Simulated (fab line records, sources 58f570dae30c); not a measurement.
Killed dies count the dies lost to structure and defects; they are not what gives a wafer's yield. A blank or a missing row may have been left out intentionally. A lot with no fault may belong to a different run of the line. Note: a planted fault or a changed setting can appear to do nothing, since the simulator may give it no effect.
2 desks looking at one fault | flow berkeley-cmos170 | every desk sees just its own numbers, and what lay behind them comes last

== THE METROLOGY DESK ==
Lot by lot, what the gauges showed, no matter which tool ran the lot: averages of those sampled wafers that carry a number. Marked OUT: a lot whose mean sits more than 4 standard deviations from the usual mean, which makes it out of limits; the brackets give that distance.
Columns: A = cd-nm at UCB170_M3_CD_MEAS_15, usual 699.5 nm; B = M3_OVL at UCB170_M3_OVL_MEAS_16, usual 1 nm
lot  | first seen here | A     | B
L471 | day 9 01:44     | 699.1 | 6
L475 | day 10 03:30    | 699.2 | 1
L481 | day 10 17:29    | 699.2 | -1
L484 | day 11 01:13    | 698.4 | -1
L490 | day 12 03:27    | 698.6 | 5
L488 | day 12 04:17    | 700.7 | -5
This desk's verdict: no lot among the 6 shows anything out of limits.

== DESK OF THE TOOL OWNER: rie-diel-04 ==
The tool's own readings at UCB170_M3_ETCH_17 (etches BARC in N2/H2): means of the sampled wafers that have a number, for each lot that ran on this tool. Marked OUT: a lot whose mean sits more than 4 standard deviations from the usual mean, which makes it out of limits; the brackets give that distance.
Columns: A = drypump-motor-current-A at UCB170_M3_ETCH_17, usual 5.7 A; B = oes-product-au at UCB170_M3_ETCH_17, usual 0.996 a.u.; C = throttle-valve-pct at UCB170_M3_ETCH_17, usual 13.02 %
lot  | first seen here | A   | B                | C
L471 | day 9 01:53     | 5.7 | 0.995            | 13.06
L481 | day 10 17:38    | 5.7 | 1.111 (+6.1) OUT | 13.01
L484 | day 11 01:23    | 5.9 | 1.110 (+6.0) OUT | 13.09
This desk finds L481, L484 out of limits, L481 being first, at day 10 17:38 (oes-product-au at UCB170_M3_ETCH_17). Within limits: L471.

== ALL TOGETHER ==
The tool owner's desk had the chance to raise an alarm at day 10 17:38 on L481, L484.
The metrology desk saw nothing out of limits.
The metrology desk has L481, L484 on record, within its limits.
On rie-diel-04, each named lot ran UCB170_M3_ETCH_17.

== WHAT THE SIMULATOR PUT IN ==
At UCB170_M3_ETCH_17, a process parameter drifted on rie-diel-04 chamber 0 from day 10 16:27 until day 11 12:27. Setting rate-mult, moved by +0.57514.
Lots struck among those shown: L481, L484.
Delay in hours, fault start to first out-of-limits reading, by desk: the tool owner's desk at 1.
